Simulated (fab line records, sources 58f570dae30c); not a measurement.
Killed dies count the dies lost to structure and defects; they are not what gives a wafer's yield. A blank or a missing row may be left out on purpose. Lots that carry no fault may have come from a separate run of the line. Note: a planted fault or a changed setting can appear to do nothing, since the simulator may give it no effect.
fab line records -- flow berkeley-cmos170
record: lots: 5, wafers: 15, last-day: 11
route steps=331 shown V1@256 M2@271
lots that met no fault: from a run of the same line without faults
start-h: hours from the record's first day to the start of the lot's first wafer shown -- wait-h: hours elapsed since this lot's preceding step -- " repeats the value in the row above -- L1.1+2: a row that stands for several wafers -- - no value present, or no start provided -- * or withheld: withheld -- < > ~ a bound
route shown NAME@n: a module of which the file shows steps, and the number in the route of the first -- usual: average and standard deviation across the fault-free wafers -- same: alike in all rows -- chamber/n: place in a boat -- sites: per-site readings -- _std_site: standard deviation across them -- _edge_site: outer sites' mean less inner sites' -- radius-mm: for every site, how far away it sits from the centre of the wafer -- mask NAME#n: copy n -- behind: tool/chamber where the wafer was last shaped -- hold: cause of the lot's hold/its duration in hours/its outcome -- device: the n, p or np transistor that did not switch -- end of line: at the end of the route, the tests of the same wafers -- a step with no rows: only its recipe -- killed: dies lost to structure and defects at the first sort, not the wafer's yield -- map: dies across one wafer; x = killed, . = not, _ = none there
set.NAME: the setting that was run; set.NAME@STEP: the one run at that earlier step -- model.NAME: the simulator's own value behind a step, which no gauge read
certain route steps with their lots: each step a table, each wafer a row
services: from which hour (start-h, from the record's first day; less than 0 if before it) a tool's chamber was out of use, for how many hours, and why
== steps ==
step: UCB170_V1_CMP_02
recipe: material: SiO2, down-force-psi: 6, platen-rpm: 60, pad-velocity-m-s: 0.75398
usual: motor-current-A: 15.7/0.87
lot.wafer,tool,chamber,start-h,wait-h,motor-current-A
L321.1,cmp-01,2,161.26,0.1,16.4
L321.4,cmp-01,3,161.26,0.1,15.3
L321.5,cmp-01,0,161.26,0.1,16.1
L324.4,cmp-01,2,168.44,0.1,17.4
L324.3,cmp-01,0,168.44,0.1,16.5
L324.6,cmp-01,1,168.44,0.1,16.4
L328.2,cmp-01,2,192.76,0.1,17.9
L328.1,cmp-01,3,192.76,0.1,15.9
L328.5,cmp-01,2,192.76,0.1,16.1
L335.4,cmp-02,0,239.08,0.1,14.5
L335.1,cmp-02,1,239.08,0.1,15.4
L335.5,cmp-02,1,239.08,0.1,16.4
L340.4,cmp-01,3,254.79,0.2,15.9
L340.3,cmp-01,1,254.79,0.2,15.9
L340.5,cmp-01,3,254.79,0.2,15.0
step: UCB170_V1_BOW_MEAS_03
recipe: mode: bow
usual: V1_BOW: 19/7.1
lot.wafer,tool,chamber,start-h,wait-h,V1_BOW[um]
L321.1,film-metro-01,-,161.46,0.1,21
L321.4,film-metro-01,-,161.46,0.1,15
L321.5,film-metro-01,-,161.46,0.1,24
L324.3,film-metro-04,-,168.73,0.1,12
L324.4,film-metro-04,-,168.73,0.1,1
L324.6,film-metro-04,-,168.73,0.1,-3
L328.1,film-metro-04,-,193.01,0.1,16
L328.2,film-metro-04,-,193.01,0.1,14
L328.5,film-metro-04,-,193.01,0.1,16
L335.1,film-metro-02,-,239.38,0.2,19
L335.4,film-metro-02,-,239.38,0.2,19
L335.5,film-metro-02,-,239.38,0.2,9
L340.3,film-metro-04,-,255.08,0.1,18
L340.4,film-metro-04,-,255.08,0.1,17
L340.5,film-metro-04,-,255.08,0.1,20
step: UCB170_V1_THK_MEAS_04
recipe: reads: SiO2_of_V1_CVD_00
usual: V1_POLISHED_THK: 999.7/1.2
lot.wafer,tool,chamber,start-h,wait-h,V1_POLISHED_THK[nm]
L321.1,film-metro-01,-,161.58,0.1,998.8
L321.4,film-metro-01,-,161.58,0.1,998.7
L321.5,film-metro-01,-,161.58,0.1,999.1
L324.3,film-metro-04,-,168.83,0.1,998.9
L324.4,film-metro-04,-,168.83,0.1,998.3
L324.6,film-metro-04,-,168.83,0.1,1002.3
L328.1,film-metro-04,-,193.13,0.1,999.9
L328.2,film-metro-04,-,193.13,0.1,1001.8
L328.5,film-metro-04,-,193.13,0.1,1001.0
L335.1,film-metro-02,-,239.50,0.1,1000.6
L335.4,film-metro-02,-,239.50,0.1,999.3
L335.5,film-metro-02,-,239.50,0.1,999.7
L340.3,film-metro-04,-,255.18,0.1,1000.7
L340.4,film-metro-04,-,255.18,0.1,1003.6
L340.5,film-metro-04,-,255.18,0.1,1002.4
step: UCB170_V1_CLEAN_05
recipe: chemistry: DIW
step: UCB170_V1_HMDS_06
recipe: prime-time-s: 60, prime-temp-c: 100
step: UCB170_V1_COAT_07
recipe: resist: KrF, spin-rpm: 1500, resist-thk-nm: 900
step: UCB170_V1_SOFTBAKE_08
recipe: resist: KrF, temp-c: 130, time-s: 60
step: UCB170_V1_EXPOSE_09
recipe: mask-id: VIA1, target-cd-nm: 700, na: 0.5, sigma-outer: 0.6, source-shape: conventional, dose-mj: 37
step: UCB170_V1_PEB_10
recipe: peb-temp-c: 130, peb-time-s: withheld, resist: KrF
step: UCB170_V1_DEVELOP_11
recipe: developer: TMAH, develop-time-s: 45, resist: KrF, dev-temp-c: 21
step: UCB170_V1_CD_MEAS_12
recipe: target-cd-nm: 700
usual: cd-nm: 700.5/1.3
lot.wafer,tool,chamber,start-h,wait-h,cd-nm
L321.1,cd-sem-01,-,163.04,-,701.3
L321.4,cd-sem-01,-,163.04,-,702.7
L321.5,cd-sem-01,-,163.04,-,701.3
L324.3,cd-sem-02,-,170.07,-,699.5
L324.4,cd-sem-02,-,170.07,-,698.2
L324.6,cd-sem-02,-,170.07,-,697.5
L328.1,cd-sem-02,-,195.62,-,700.3
L328.2,cd-sem-02,-,195.62,-,699.4
L328.5,cd-sem-02,-,195.62,-,699.7
L335.1,cd-sem-02,-,241.69,-,700.5
L335.4,cd-sem-02,-,241.69,-,700.2
L335.5,cd-sem-02,-,241.69,-,701.2
L340.3,cd-sem-02,-,256.60,-,702.7
L340.4,cd-sem-02,-,256.60,-,703.6
L340.5,cd-sem-02,-,256.60,-,704.6
step: UCB170_V1_OVL_MEAS_13
usual: V1_OVL: 2/5
lot.wafer,tool,chamber,start-h,wait-h,V1_OVL[nm]
L321.1,overlay-01,-,163.16,0.1,-2
L321.4,overlay-01,-,163.16,0.1,-2
L321.5,overlay-01,-,163.16,0.1,-4
L324.3,overlay-02,-,170.16,0.1,-11
L324.4,overlay-02,-,170.16,0.1,-2
L324.6,overlay-02,-,170.16,0.1,-7
L328.1,overlay-02,-,195.74,0.1,1
L328.2,overlay-02,-,195.74,0.1,3
L328.5,overlay-02,-,195.74,0.1,4
L335.1,overlay-01,-,241.81,0.1,3
L335.4,overlay-01,-,241.81,0.1,9
L335.5,overlay-01,-,241.81,0.1,5
L340.3,overlay-02,-,256.69,0.1,-6
L340.4,overlay-02,-,256.69,0.1,-9
L340.5,overlay-02,-,256.69,0.1,-8
step: UCB170_V1_ETCH_14
recipe: chemistry: CHF3/CF4/Ar, target: SiO2, stop-on: Al, CHF3_flow_sccm: 45, cf4-flow-sccm: 15, Ar_flow_sccm: 150, pressure-mtorr: 200, rf-w: 700, target-depth-a: 12500, over-etch-frac: 0.25, time-s: 291
usual: drypump-motor-current-A: 5.5/0.44, oes-product-au: 0.870/0.015, rf-fwd-power-W: 698.3/2.4, throttle-valve-pct: 6.97/0.12
lot.wafer,tool,chamber,start-h,wait-h,drypump-motor-current-A,oes-product-au,rf-fwd-power-W,rf-hours-counter-h,throttle-valve-pct,model.KrF_of_V1_COAT_07.thk-nm,model.V1.feature-depth-nm,model.etch.depth-nm
L321.1,rie-diel-03,3,163.19,0.0,5.0,0.893,698.8,15,7.00,607.3,999.1,999.1
L321.4,rie-diel-03,1,163.19,0.0,6.2,0.882,695.9,135,7.04,606.4,998.7,998.6
L321.5,rie-diel-03,1,163.19,0.0,6.2,0.883,702.2,-,7.03,606.5,999.2,999.2
L324.3,rie-diel-04,1,170.19,0.0,5.3,0.854,697.8,120,7.03,611.2,999.8,999.8
L324.4,rie-diel-04,3,170.19,0.0,5.2,0.866,698.1,0,6.98,613.5,998.6,998.6
L324.6,rie-diel-04,2,170.19,0.0,6.6,0.873,703.3,-,7.07,609,1002,1002
L328.1,rie-diel-04,0,195.77,0.0,5.2,0.838,419.2,16,7.07,672,978,978
L328.2,rie-diel-04,2,195.77,0.0,6.6,0.887,695.7,139,7.05,616.4,1001,1001
L328.5,rie-diel-04,2,195.77,0.0,6.6,0.876,695.2,-,7.06,617.8,1001,1001
L335.1,rie-diel-01,1,241.85,0.0,5.3,0.876,695.2,20,6.73,612.5,1000,1000
L335.4,rie-diel-01,3,241.85,0.0,5.3,0.854,695.8,-,6.90,599.2,999.1,999
L335.5,rie-diel-01,1,241.85,0.0,5.3,0.866,694.8,-,6.71,609.5,999.7,999.7
L340.3,rie-diel-01,2,256.71,0.0,5.6,0.883,704.4,15,7.06,605.3,1001,1001
L340.4,rie-diel-01,0,256.71,0.0,5.9,0.886,699.2,10,6.75,612.8,1003,1003
L340.5,rie-diel-01,3,256.71,0.0,5.3,0.859,697.2,-,6.91,605.6,1002,1001
step: UCB170_V1_STRIP_15
recipe: chemistry: O2, power-w: 400, pressure-mtorr: 3500, platen-temp-c: withheld, o2-flow-sccm: 400, overash-fraction: 0.5
usual: drypump-motor-current-A: 5.8/0.38, o2-flow-sccm: 400.1/1.2, oes-product-au: 0.722/0.0044, strip-time-to-endpoint-s: 15.32/0.089
lot.wafer,tool,chamber,start-h,wait-h,drypump-motor-current-A,o2-flow-sccm,oes-product-au,rf-hours-counter-h,strip-time-to-endpoint-s
L321.1,plasma-asher-02,1,163.37,0.1,5.9,401.3,0.730,47,15.24
L321.4,plasma-asher-02,0,163.37,0.1,5.7,398.2,0.723,-,15.22
L321.5,plasma-asher-02,1,163.37,0.1,6.0,399.6,0.726,-,15.22
L324.3,plasma-asher-01,1,170.40,0.1,6.2,400.8,0.718,-,15.34
L324.4,plasma-asher-01,0,170.40,0.1,5.1,400.0,0.722,-,15.40
L324.6,plasma-asher-01,0,170.40,0.1,5.1,400.6,0.713,-,15.27
L328.1,plasma-asher-01,1,195.99,0.1,6.3,400.3,0.722,9,16.72
L328.2,plasma-asher-01,0,195.99,0.1,5.1,402.0,0.729,9,15.46
L328.5,plasma-asher-01,0,195.99,0.1,5.1,399.4,0.719,-,15.47
L335.1,plasma-asher-01,0,242.02,0.1,5.1,402.7,0.722,14,15.37
L335.4,plasma-asher-01,1,242.02,0.1,6.3,398.3,0.723,-,15.05
L335.5,plasma-asher-01,1,242.02,0.1,6.2,400.1,0.720,-,15.28
L340.3,plasma-asher-03,1,256.92,0.1,6.0,402.9,0.725,-,15.20
L340.4,plasma-asher-03,0,256.92,0.1,5.7,398.1,0.727,-,15.37
L340.5,plasma-asher-03,0,256.92,0.1,5.7,398.5,0.724,-,15.21
step: UCB170_V1_CD_MEAS_90
recipe: target-cd-nm: 700
usual: cd-nm: 700.5/1.3
lot.wafer,tool,chamber,start-h,wait-h,cd-nm
L321.1,cd-sem-02,-,163.47,0.1,701.1
L321.4,cd-sem-02,-,163.47,0.1,702.6
L321.5,cd-sem-02,-,163.47,0.1,701.3
L324.3,cd-sem-02,-,170.51,0.1,700.1
L324.4,cd-sem-02,-,170.51,0.1,698.6
L324.6,cd-sem-02,-,170.51,0.1,698.0
L328.1,cd-sem-01,-,196.09,0.1,694.6
L328.2,cd-sem-01,-,196.09,0.1,699.7
L328.5,cd-sem-01,-,196.09,0.1,699.2
L335.1,cd-sem-02,-,242.17,0.1,699.6
L335.4,cd-sem-02,-,242.17,0.1,700.2
L335.5,cd-sem-02,-,242.17,0.1,700.9
L340.3,cd-sem-02,-,257.03,0.1,703.3
L340.4,cd-sem-02,-,257.03,0.1,702.8
L340.5,cd-sem-02,-,257.03,0.1,704.6
step: UCB170_M2_PRE_CLEAN_00
recipe: gas: Ar, preclean-etch-time-s: 60
== services ==
tool,chamber,start-h,hours,kind
rie-diel-03,-,138.94,2.6,repair
cmp-02,-,139.88,0.5,repair
cmp-01,-,142.46,0.9,repair
rie-diel-04,3,143.31,-,clean
rie-diel-04,3,143.31,18.6,scheduled-down
rie-diel-04,3,143.31,18.6,vent-cycle
cmp-02,-,144.43,3.7,repair
cmp-02,-,173.47,1.3,repair
cmp-01,-,174.25,1.9,repair
rie-diel-03,1,176.01,3.8,repair
rie-diel-03,1,188.50,4.7,repair
plasma-asher-03,-,189.73,14.6,pm
rie-diel-01,-,201.42,14.6,pm
cmp-02,-,204.55,1.7,repair
rie-diel-04,3,217.79,7.2,repair
plasma-asher-03,-,226.06,8.7,repair
rie-diel-01,2,227.31,22.2,repair
rie-diel-03,1,229.08,-,clean
cmp-01,-,230.76,2.8,repair
rie-diel-04,2,233.83,-,clean
rie-diel-04,2,233.83,24.1,scheduled-down
rie-diel-04,2,233.83,24.1,vent-cycle
cmp-02,-,235.08,4.0,pm
plasma-asher-01,-,246.68,1.2,repair
== key ==
first-sign: step: UCB170_V1_ETCH_14, reading: rf-fwd-power-W, direction: down, sigmas: 99+, usual: 698.3, struck: 419.2
effect: step: UCB170_V1_STRIP_15, reading: strip-time-to-endpoint-s, direction: up, sigmas: 16, usual: *, struck: *
effect: step: UCB170_V1_CD_MEAS_90, reading: cd-nm, direction: down, sigmas: 4.6, usual: 700.5, struck: 694.6
model-effect: step: UCB170_V1_ETCH_14, value: KrF_of_V1_COAT_07.thk-nm, without: 609.3, struck: 672
met-at UCB170_V1_ETCH_14
struck-wafers L328.1
later-rows-left-out L328.1
sort-left-out L328.1
fault: kind: process-parameter-drift, tool: rie-diel-04, chamber: 0, onset-h: 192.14, steps: UCB170_V1_ETCH_14, channel: rf-w, offset: -280, shape: step, end-h: 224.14, acts-in: these-recipes-only, stated: 700
sort-left-out: the simulated sort isn't trusted on such a fault, so these wafers' sort isn't shown, and their yield isn't known
later-rows-left-out: the simulator's readings of these wafers behind a module that went badly wrong aren't trusted and aren't shown, but for the sort
